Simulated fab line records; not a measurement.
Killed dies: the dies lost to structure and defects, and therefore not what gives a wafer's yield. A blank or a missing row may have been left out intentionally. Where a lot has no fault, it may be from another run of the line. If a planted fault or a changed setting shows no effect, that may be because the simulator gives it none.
Which tool is to blame?    flow berkeley_cmos170    Sampling: 7 lots, 21 wafers, 4 of 331 route steps

WHAT THE GAUGES SHOWED, per wafer
UCB170_M2_RS_MEAS_02: measures by four-point-probe.
lot   measured      on             M2_AL_RS (ohm/sq)
L646  day 8 06:00   film_metro-04  0.0322 0.0318 0.0318
L650  day 8 17:45   film_metro-02  0.0326 0.0327 0.0328
L653  day 8 18:40   film_metro-02  0.0324 0.0321 0.0322
L654  day 9 10:51   film_metro-02  0.0322 0.0324 0.0323
L657  day 10 02:27  film_metro-02  0.0323 0.0323 0.0319
L662  day 11 15:04  film_metro-02  0.0322 0.0268 0.0321
L668  day 12 22:20  film_metro-01  0.0325 0.0329 0.0327

EACH LOT AND THE TOOL THAT RAN IT (in order: tool; ch and the chambers of the sampled wafers; start)
lot   UCB170_CONTACT_STRIP_06               UCB170_CONTACT_RTA_08             UCB170_M2_SPUTTER_01
L646  plasma_asher-01 ch 0,1, day 7 20:56   rtp_anneal-02 ch 0, day 7 21:23   pvd_sputter-01, day 8 05:55
L650  plasma_asher-03 ch 0,1, day 8 04:37   rtp_anneal-02 ch 0, day 8 04:54   pvd_sputter-04, day 8 17:40
L653  plasma_asher-01 ch 0,1, day 8 07:35   rtp_anneal-01 ch 0, day 8 07:54   pvd_sputter-04, day 8 18:32
L654  plasma_asher-03 ch 0,1, day 8 22:34   rtp_anneal-01 ch 0, day 8 22:51   pvd_sputter-03, day 9 10:46
L657  plasma_asher-04 ch 0,1, day 9 14:21   rtp_anneal-02 ch 0, day 9 14:41   pvd_sputter-01, day 10 02:20
L662  plasma_asher-03 ch 0,1, day 11 01:42  rtp_anneal-01 ch 0, day 11 01:58  pvd_sputter-01, day 11 14:56
L668  plasma_asher-03 ch 0,1, day 12 10:26  rtp_anneal-01 ch 0, day 12 11:43  pvd_sputter-04, day 12 22:13
- UCB170_CONTACT_STRIP_06: strips in O2.
- UCB170_CONTACT_RTA_08: time 10 s.
- UCB170_M2_SPUTTER_01: material Al, target thk 900 nm, time 120 s.

THE ANSWER, worked out from the rows above alone
Rule: the usual values come from the lots themselves. Put in order of their means at a reading, lots are off if they are a third of the lots or fewer, leave a main group of 4 or more, and stand apart from it by a gap of 3 or more times the standard deviation of the main group's means; of several such gaps the widest counts. Not used: any main group whose means are identical at the precision the tables above print for the reading. A lot without any number at a reading at which 4 lots or more have one is off too. Where the step has rows for the other lots, those lots are counted as sound.
Off: L662, seen at UCB170_M2_RS_MEAS_02 (M2_AL_RS). Main group: mean 0.0323 ohm/sq, sd 0.00028.
A tool fits if, at a process step before that reading, it ran every lot that is off, and no sound lot after the first of them. Gauges at UCB170_M2_RS_MEAS_02: tried the same way as those tools. This does not decide it: 2 tools fit, namely pvd_sputter-01 at UCB170_M2_SPUTTER_01 and film_metro-02 at UCB170_M2_RS_MEAS_02.

WHAT THE SIMULATOR HAD INSERTED
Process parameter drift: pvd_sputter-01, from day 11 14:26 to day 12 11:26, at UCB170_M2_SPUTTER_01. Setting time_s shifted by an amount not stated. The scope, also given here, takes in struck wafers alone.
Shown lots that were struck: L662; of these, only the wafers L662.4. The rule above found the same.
